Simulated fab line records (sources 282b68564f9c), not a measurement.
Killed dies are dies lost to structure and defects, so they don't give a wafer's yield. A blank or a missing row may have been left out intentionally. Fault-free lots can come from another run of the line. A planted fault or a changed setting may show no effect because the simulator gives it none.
Comparing a struck lot with a sound one + flow rit_cmos + 15 out of 202 route steps
Sound: the wafers L529.2, L529.3, L529.6. Struck: wafer L543.2 (L543.1, L543.4, from the same lot, were not struck and are left out); the cause is given at the end.
At each step with rows: each side's tool, then ch and its chambers, then its first start. Under that, the readings that differ: sound wafers + struck wafers + difference of the means + sigmas: that difference in standard deviations of wafers without a fault.
alike: readings with means less than 2 such deviations apart, plus words and numbers identical on both sides. not compared: withheld readings, readings lacking a value on some wafer, bounds such as >300 that could conceal the same value, and numbers that have no deviation in the record and whose values overlap.
Wherever a step has rows on one side only, a row that says differs or no value, or a row with sigmas, the two part there. Numbers that don't overlap but have no deviation are shown without sigmas and don't part them. A reading missing from all wafers of one side parts the sides only when that side holds two or more wafers.

RIT_GATE_THK_MEAS_07:
  sound on film_metro-02 at day 2 16:08; struck on film_metro-01 at day 5 16:50
  alike: GATE_OXIDE_THK
then, 1 step without rows for these wafers: RIT_GATE_CVD_08 (deposits poly-Si from SiH4, target thk 250 nm, time 2220 s).
RIT_GATE_THK_MEAS_09:
  sound on film_metro-03 at day 2 17:49; struck on film_metro-02 at day 5 18:30
  alike: GATE_POLY_THK
then, 6 steps without rows for these wafers: RIT_GATE_HMDS_10 (prime time 60 s); RIT_GATE_COAT_11 (resist thk 850 nm); RIT_GATE_SOFTBAKE_12 (time 60 s); RIT_GATE_EXPOSE_13 (exposes mask M6, target cd 150 nm); RIT_GATE_PEB_14; RIT_GATE_DEVELOP_15 (develop time 50 s).
RIT_GATE_CD_MEAS_16: the cd target is 150 nm.
  sound on cd_sem-02 at day 2 18:51; struck on cd_sem-02 at day 5 19:32
  alike: cd_nm
RIT_GATE_OVL_MEAS_17:
  sound on overlay-01 at day 2 18:58; struck on overlay-02 at day 5 19:40
  alike: GATE_OVL
then, 1 step without rows for these wafers: RIT_GATE_HARDBAKE_18 (time 60 s).
RIT_GATE_ETCH_19: etches poly-Si in SF6/CHF3/O2, stops on SiO2, time 165 s, target depth 312.5 nm.
  sound on rie_si-01 ch 1,2, day 2 19:13; struck on rie_si-01 ch 1, day 5 19:50
| reading          | sound             | struck | difference | sigmas |
|------------------|-------------------|--------|------------|--------|
| run_length_s (s) | 192.7 193.7 192.9 | 199.9  | +6.8       | +14    |
  alike: drypump_motor_current_A, oes_product_au, throttle_valve_pct
  not compared: rf_hours_counter_h
RIT_GATE_STRIP_20: strips in O2, time 180 s.
  sound on plasma_asher-01 ch 0,1, day 2 19:20; struck on plasma_asher-01 ch 1, day 5 19:57
  alike: drypump_motor_current_A
  not compared: rf_hours_counter_h
RIT_M1_PROBE_99:
  sound on prober-01 at day 3 16:07; struck on prober-01 at day 6 16:25
| reading             | sound | struck | difference | sigmas |
|---------------------|-------|--------|------------|--------|
| killed_at_contacts  | 1 0 1 | 0      | -1         | -2     |
| killed_at_front_end | 3 4 4 | 13     | +9         | +3     |
| killed_dies         | 4 4 5 | 13     | +9         | +3     |
| killed_open         | 2 1 1 | 7      | +6         | +3     |
  alike: killed_short
  not compared: model.etest.poly_comb_over_steps.leak_log10_a_um

## WHERE THEY PART
Earliest at RIT_GATE_ETCH_19; latest, in this record, at RIT_M1_PROBE_99.

WHY: what the simulator had put in
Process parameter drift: rie_si-01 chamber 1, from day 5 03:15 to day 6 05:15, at RIT_GATE_ETCH_19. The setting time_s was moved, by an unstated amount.
